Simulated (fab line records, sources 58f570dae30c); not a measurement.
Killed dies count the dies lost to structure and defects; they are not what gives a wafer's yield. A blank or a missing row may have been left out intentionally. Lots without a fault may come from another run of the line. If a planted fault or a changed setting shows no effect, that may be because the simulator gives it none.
One fault through the eyes of 2 desks + flow berkeleyCmos170 + each desk holds nothing but its own numbers, with what lay behind them at the end

AT THE TOOL OWNER'S DESK: implanter-02
The tool's own readings at UCB170_NSD_IMPLANT_08, given as means over the sampled wafers that have a number, one for each lot that went through this tool. If a lot's mean is further than 4 standard deviations from the usual mean, the lot is out of limits and carries the mark OUT (the distance appears in the brackets).
Columns: A = doseIonsCm2 at UCB170_NSD_IMPLANT_08, usual 2.9999e+15; B = faradayCurrentUA at UCB170_NSD_IMPLANT_08, usual 9242
| lot  | first seen here | A                    | B    |
|------|-----------------|----------------------|------|
| L194 | day 7 16:01     | 3.0015e+15           | 9467 |
| L196 | day 8 00:02     | 2.9998e+15           | 9398 |
| L198 | day 9 00:49     | 3.0009e+15           | 9229 |
| L204 | day 10 09:36    | 2.9975e+15           | 9364 |
| L207 | day 10 17:39    | 2.8627e+15 (-47) OUT | 8937 |
| L211 | day 11 22:56    | 2.8640e+15 (-47) OUT | 8702 |
This desk's verdict: out of limits on L207, L211, starting with L207 at day 10 17:39 (doseIonsCm2 at UCB170_NSD_IMPLANT_08). L194, L196, L198, L204 stayed within limits.

FROM THE METROLOGY DESK
What the gauges read, lot by lot, whatever tool the lot ran on: means of the sampled wafers that have a number. If a lot's mean is further than 4 standard deviations from the usual mean, the lot is out of limits and carries the mark OUT (the distance appears in the brackets).
Columns: A = SACOX_OXIDE_THK at UCB170_SACOX_THK_MEAS_02, usual 14.34 nm; B = NSD_RS at UCB170_SDANNEAL_RS_MEAS_03, usual 37.27 ohm/sq
| lot  | first seen here | A     | B                |
|------|-----------------|-------|------------------|
| L194 | day 5 17:22     | 14.33 | 37.20            |
| L195 | day 6 06:20     | 14.66 | 37.24            |
| L196 | day 6 06:20     | 14.29 | 37.38            |
| L199 | day 6 23:05     | 14.34 | 37.18            |
| L198 | day 6 23:06     | 14.18 | 37.30            |
| L200 | day 6 23:06     | 14.70 | 37.31            |
| L202 | day 7 07:53     | 14.13 | 37.32            |
| L204 | day 8 05:57     | 14.39 | 37.23            |
| L207 | day 8 17:40     | 14.19 | 38.08 (+9.7) OUT |
| L210 | day 10 02:57    | 15.07 | 37.41            |
| L211 | day 10 02:57    | 14.43 | 38.05 (+9.4) OUT |
| L213 | day 10 02:57    | 14.05 | 37.27            |
| L214 | day 10 03:02    | 14.37 | 37.12            |
| L215 | day 10 21:34    | 14.06 | 37.31            |
This desk's finding: out of limits on L207, L211; first on L207, day 10 19:22 (NSD_RS at UCB170_SDANNEAL_RS_MEAS_03). L194, L195, L196, L199, L198, L200, L202, L204, L210, L213, L214, L215 stayed within limits.

BROUGHT TOGETHER
An alarm could have come from the tool owner's desk at day 10 17:39, on L207, L211.
On L207, L211, the metrology desk was in a position to raise an alarm at day 10 19:22.
UCB170_NSD_IMPLANT_08 was run on implanter-02 by each of the lots named.

WHAT WAS PUT IN BY THE SIMULATOR
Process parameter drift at UCB170_NSD_IMPLANT_08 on implanter-02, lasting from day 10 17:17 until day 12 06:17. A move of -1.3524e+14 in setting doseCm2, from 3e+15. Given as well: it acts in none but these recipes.
Shown lots that were struck: L207, L211.
Fault start to first reading out of limits, in hours, per desk: tool owner, 0; metrology, 2.
